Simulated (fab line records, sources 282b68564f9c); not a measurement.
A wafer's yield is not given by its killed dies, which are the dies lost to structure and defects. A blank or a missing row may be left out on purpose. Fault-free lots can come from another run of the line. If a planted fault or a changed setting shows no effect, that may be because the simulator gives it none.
fab line records    flow ritCmos
[record] lots = 14  wafers = 42  lastDay = 7
route steps=202 shown PRETRO@73
lots with no fault: from the same line, run without faults
startH: hours from the record's first day to the start of the lot's first wafer shown    waitH: hours from the lot's prior step to this one    " unchanged from the row above    L1.1+2: a single row standing in for several wafers    - no value, or no start given    * or withheld: withheld    < > ~ a bound
route shown NAME@n: a module of which the file shows steps, and the number in the route of the first    usual: mean/standard deviation of fault-free wafers    same: alike in all rows    chamber/n: place in a boat    sites: per-site readings    _std_site: standard deviation of those values    _edge_site: outer sites' mean less inner sites'    radiusMm: for every site, how far away it sits from the centre of the wafer    mask NAME#n: copy n    behind: the last tool/chamber to shape the wafer    hold: why the lot went on hold/how many hours it stayed there/how the hold came to an end    device: transistor that didn't switch, given as n, p or np    end of line: the same wafers' tests at the end of the route    a step given without rows: its recipe and nothing more    killed: not the wafer's yield, but the dies lost to structure and defects at the first sort    map: a wafer's dies, marking killed ones x, the rest . and places with no die _
set.NAME: the run value of the setting; set.NAME@STEP: its run value at that earlier step    model.NAME: the simulator's own value behind a step, which no gauge read
one table for each step of the route and one row for each wafer, over a sample of lots
services: from which hour (startH, from the record's first day; less than 0 if before it) a tool's chamber was out of use, for how many hours, and why
[[steps]]
[step RIT_PRETRO_STRIP_09]
[recipe] chemistry = O2  timeS = 180  resist = NOVOLAK  platenTempC = withheld  powerW = 500  pressureMtorr = 4000  o2FlowSccm = 4000
[usual] chamberPressureMTorr = 4000/3.2  drypumpMotorCurrentA = 5.88/0.21  o2FlowSccm = 4001/11
lot.wafer  tool            chamber  startH  waitH  chamberPressureMTorr  drypumpMotorCurrentA  o2FlowSccm  rfHoursCounterH
L974.2     plasmaAsher-03  1        31.61   0.1    3995                  6.04                  4017        38
L974.3     "               1        "       "      4002                  6.07                  3994        -
L974.4     "               0        "       "      4006                  5.60                  4018        -
L975.1     plasmaAsher-01  0        36.37   0.1    4006                  6.31                  4018        39
L975.2     "               1        "       "      3999                  5.73                  3988        39
L975.5     "               1        "       "      4002                  5.72                  4004        -
L976.3     plasmaAsher-02  0        42.22   0.1    4001                  5.87                  4021        -
L976.4     "               1        "       "      4001                  5.84                  3994        -
L976.6     "               0        "       "      3996                  5.86                  4016        -
L977.1     plasmaAsher-02  1        46.77   0.1    3996                  5.81                  4007        40
L977.2     "               0        "       "      4001                  5.85                  4009        40
L977.3     "               0        "       "      3999                  5.83                  3983        -
L981.1     plasmaAsher-02  0        66.31   0.1    4003                  5.81                  3983        42
L981.2     "               1        "       "      4003                  5.81                  3996        42
L981.3     "               0        "       "      3996                  5.86                  4004        -
L982.1     plasmaAsher-01  1        72.14   0.1    3997                  5.72                  4006        43
L982.5     "               1        "       "      4002                  5.71                  3997        -
L982.6     "               0        "       "      4002                  6.31                  3993        -
L983.2     plasmaAsher-03  0        75.96   0.1    3999                  5.59                  4012        42
L983.4     "               0        "       "      4002                  5.60                  4003        -
L983.6     "               1        "       "      4002                  6.04                  3996        -
L984.1     plasmaAsher-03  1        81.24   0.1    4005                  6.07                  3992        42
L984.3     "               1        "       "      4002                  6.07                  4011        -
L984.5     "               0        "       "      3998                  5.60                  4000        -
L985.2     plasmaAsher-02  1        87.50   0.1    4001                  5.83                  4005        44
L985.3     "               0        "       "      3997                  5.85                  3986        -
L985.4     "               1        "       "      3999                  5.83                  4000        -
L986.1     plasmaAsher-01  0        91.44   0.1    4006                  6.29                  3995        45
L986.4     "               1        "       "      3989                  5.78                  4001        -
L986.6     "               0        "       "      3995                  6.30                  3997        -
L988.1     plasmaAsher-03  0        101.60  0.1    -                     -                     -           -
L988.4     "               1        "       "      -                     -                     -           -
L988.5     "               0        "       "      -                     -                     -           -
L989.2     plasmaAsher-02  0        108.57  0.1    -                     -                     -           -
L989.3     "               0        "       "      -                     -                     -           -
L989.5     "               1        "       "      -                     -                     -           -
L992.3     plasmaAsher-02  0        123.14  0.1    4005                  5.87                  3985        -
L992.4     "               1        "       "      4000                  5.83                  3998        -
L992.6     "               0        "       "      4000                  5.82                  3986        -
L997.1     plasmaAsher-03  1        149.45  0.1    4002                  6.03                  4001        50
L997.3     "               1        "       "      4002                  6.05                  4014        -
L997.4     "               0        "       "      4001                  5.59                  3998        -
[[services]]
tool            chamber  startH  hours  kind
plasmaAsher-02  -        14.94   0.9    repair
plasmaAsher-03  -        37.01   14.6   pm
plasmaAsher-01  -        46.03   5.1    repair
plasmaAsher-02  -        51.44   2.8    pm
plasmaAsher-01  -        105.73  12.0   repair
plasmaAsher-01  -        117.71  9.0    pm
plasmaAsher-01  0        117.71  9.0    ventCycle
plasmaAsher-01  1        117.71  9.0    ventCycle
plasmaAsher-01  0        126.71  -      clean
plasmaAsher-01  1        126.71  -      clean
[[key]]
[firstSign] step = RIT_PRETRO_STRIP_09  reading = toolRecord  direction = missing
effect none on later readings
metAt RIT_PRETRO_STRIP_09
struckLots L988,L989
laterRowsLeftOut L988.1,L988.4,L988.5,L989.2,L989.3,L989.5
sortLeftOut L988.1,L988.4,L988.5,L989.2,L989.3,L989.5
testerLeftOut L988,L989
onsetBetween 87.50 101.60
[fault] kind = skippedStepWhole  tool = plasmaAsher-02,plasmaAsher-03  chamber = -  onsetH = 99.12  steps = RIT_PRETRO_STRIP_09  scope = struckLotsOnly
// testerLeftOut: of these lots the tester's yield and bins aren't shown, on N5 and GAA mostly nor the transistor test; their killed dies are dies lost to structure and defects alone, not to doping, threshold or leakage, so they don't give the yield
// sortLeftOut: the simulated sort isn't trusted on such a fault, so these wafers' sort isn't shown, and their yield isn't known
// laterRowsLeftOut: the simulator's readings of these wafers behind a module that went badly wrong aren't trusted and aren't shown, but for the sort
